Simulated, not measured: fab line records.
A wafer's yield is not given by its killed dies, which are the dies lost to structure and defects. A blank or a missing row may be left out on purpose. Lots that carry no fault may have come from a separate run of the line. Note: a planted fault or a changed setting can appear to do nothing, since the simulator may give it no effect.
8D (eight disciplines) problem report, filled in by code ; flow rit_cmos ; the parts of the form that need people (team, actions taken, sign-off) are left out

== 1. WHAT WENT WRONG ==
At RIT_PSD_HARDBAKE_07, heater_power_total_W averages 60.37 W over 6 wafers from 2 lots, while fault-free wafers read 62.54 W, standard deviation 0.051. Measured from the usual mean, that is -43 standard deviations.
The step: time 60 s.
Earliest sighting: wafer L993.2 on litho_track-04 at day 5 00:31. The record has a number at this step for 42 wafers belonging to 14 lots. Rule for "out" (also "out of limits"): further than 4 standard deviations from the usual mean. The other wafers with a number count as sound.

== 2. WHAT IT IS, WHAT IT ISN'T ==
question;is;is not
which readings at this step;heater_power_total_W, plate_temp_C;-
which lots;L993, L994;L101, L102, L105, L106, L107, L984, L985, L987, L988, L990, L992, L995
which wafers of those lots;all that have a number;-
read on which tools;litho_track-04;litho_track-01, litho_track-02
when;from day 5 00:31;"up to then (18 sound wafers); but 18 sound wafers of L101, L102, L105, L106, L107, L995 came after"

== 3. SUSPECTS, AND WHAT RULES EACH OUT ==
Counting: any tool at a process step up to the reading is kept as a suspect provided that every lot that is out went through it and no sound lot did after the first of them.
- plasma_asher-04 at RIT_PWELL_STRIP_09 (strips in O2, time 180 s): ruled out as a lasting fault. The sound lots L995, L101, L105, L107 went through it after L993, its earliest lot that is out (day 3 22:14).
- litho_track-04 at RIT_PSD_HARDBAKE_07 (time 60 s): ruled out as a lasting fault. The sound lots L105, L107 went through it after L993, its earliest lot that is out (day 5 00:31).
Left after counting: nothing in the record.

== 4. THE CAUSE (what the simulator had put in) ==
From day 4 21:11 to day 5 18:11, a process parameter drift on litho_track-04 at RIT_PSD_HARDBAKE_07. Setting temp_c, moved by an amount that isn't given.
Counting ruled it out, wrongly.

== 5. SEQUENCE OF EFFECTS, ordered by route ==
One row per reading whose mean, taken over the struck wafers that have a number, lies over 3 standard deviations from the usual. Readings are gone through only where the record gives a usual standard deviation; hours: the median, over the lots, of the time from a lot's start at the first step in this table giving one to that lot's start at this step; sigmas: the change measured in usual standard deviations.
hours;step;reading;usual;on struck wafers;change;sigmas
0;RIT_PSD_HARDBAKE_07;heater_power_total_W;62.54 W;60.37;-2.17;-43
0;RIT_PSD_HARDBAKE_07;plate_temp_C;140.04 C;136.25;-3.79;-32
It contains these process steps:
- RIT_PSD_HARDBAKE_07: time 60 s.

== 6. HOW IT WOULD HAVE BEEN CAUGHT EARLIER ==
3 hours passed between the start of the fault at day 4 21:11 and the first reading out of limits in this record, taken at day 5 00:31.
